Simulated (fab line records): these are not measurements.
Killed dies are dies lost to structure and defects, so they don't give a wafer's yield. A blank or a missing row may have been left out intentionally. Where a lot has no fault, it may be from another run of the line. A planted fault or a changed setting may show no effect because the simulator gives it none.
A single fault, viewed from 2 desks	flow berkeley-cmos170	what lay behind the numbers comes last; until then each desk has only its own

METROLOGY DESK
What the gauges read for every lot (on any tool): the sampled wafers with a number, averaged. The brackets show how far a lot's mean lies from the usual mean; more than 4 standard deviations puts the lot out of limits, marked OUT.
Columns: A = cd-nm at UCB170_NLDD_CD_MEAS_06, usual 1200.0 nm; B = NLDD_OVL at UCB170_NLDD_OVL_MEAS_07, usual 1 nm; C = NLDD_TW at UCB170_NLDD_TW_MEAS_11, usual 2208; D = SPACER_TEOS_THK at UCB170_SPACER_THK_MEAS_01, usual 378 nm
lot	first seen here	A	B	C	D
L800	day 6 07:13	1200.6	0	2216	375
L801	day 6 07:47	1200.1	1	2197	376
L808	day 9 00:40	1200.3	0	2234	376
L810	day 9 01:04	1198.2	-1	2207	375
L813	day 9 05:24	1199.0	4	2208	379
L818	day 10 15:26	1198.7	1	2219	374
L819	day 10 15:29	1200.6	-4	2208	377
This desk's verdict: no lot among the 7 shows anything out of limits.

AT THE TOOL OWNER'S DESK: rie-diel-04
The tool's own readings at UCB170_SPACER_ETCHBACK_03 (etches SiO2 in CHF3/CF4/Ar, stops on Si, target depth 376 nm, time 100 s): means of the sampled wafers that have a number, for each lot that ran on this tool. The brackets show how far a lot's mean lies from the usual mean; more than 4 standard deviations puts the lot out of limits, marked OUT.
Columns: A = drypump-motor-current-A at UCB170_SPACER_ETCHBACK_03, usual 5.8 A; B = oes-product-au at UCB170_SPACER_ETCHBACK_03, usual 0.900 a.u.; C = rf-fwd-power-W at UCB170_SPACER_ETCHBACK_03, usual 497.3 W; D = run-length-s at UCB170_SPACER_ETCHBACK_03, usual 128.4 s; E = throttle-valve-pct at UCB170_SPACER_ETCHBACK_03, usual 6.45 %
lot	first seen here	A	B	C	D	E
L800	day 6 12:43	5.8	0.897	496.0	128.5	6.46
L808	day 9 04:36	5.6	0.998 (+6.1) OUT	-	88.4 (-85) OUT	6.48
L810	day 9 04:40	6.1	0.998 (+6.1) OUT	-	88.9 (-84) OUT	6.43
L813	day 9 09:07	6.1	0.994 (+5.9) OUT	-	88.8 (-84) OUT	6.44
This desk's verdict: out of limits on L808, L810, L813, starting with L808 at day 9 04:36 (oes-product-au at UCB170_SPACER_ETCHBACK_03). Within limits: L800.

TAKEN TOGETHER
The tool owner's desk could have raised an alarm at day 9 04:36, on L808, L810, L813.
From the metrology desk's view, nothing was out of limits.
The metrology desk has L808, L810, L813 on record, within its limits.
All the named lots went through UCB170_SPACER_ETCHBACK_03 on rie-diel-04.

WHAT HAD BEEN PUT IN BY THE SIMULATOR
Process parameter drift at UCB170_SPACER_ETCHBACK_03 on rie-diel-04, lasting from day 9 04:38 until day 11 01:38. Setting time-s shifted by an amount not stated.
Shown lots that were struck: L808, L810, L813.
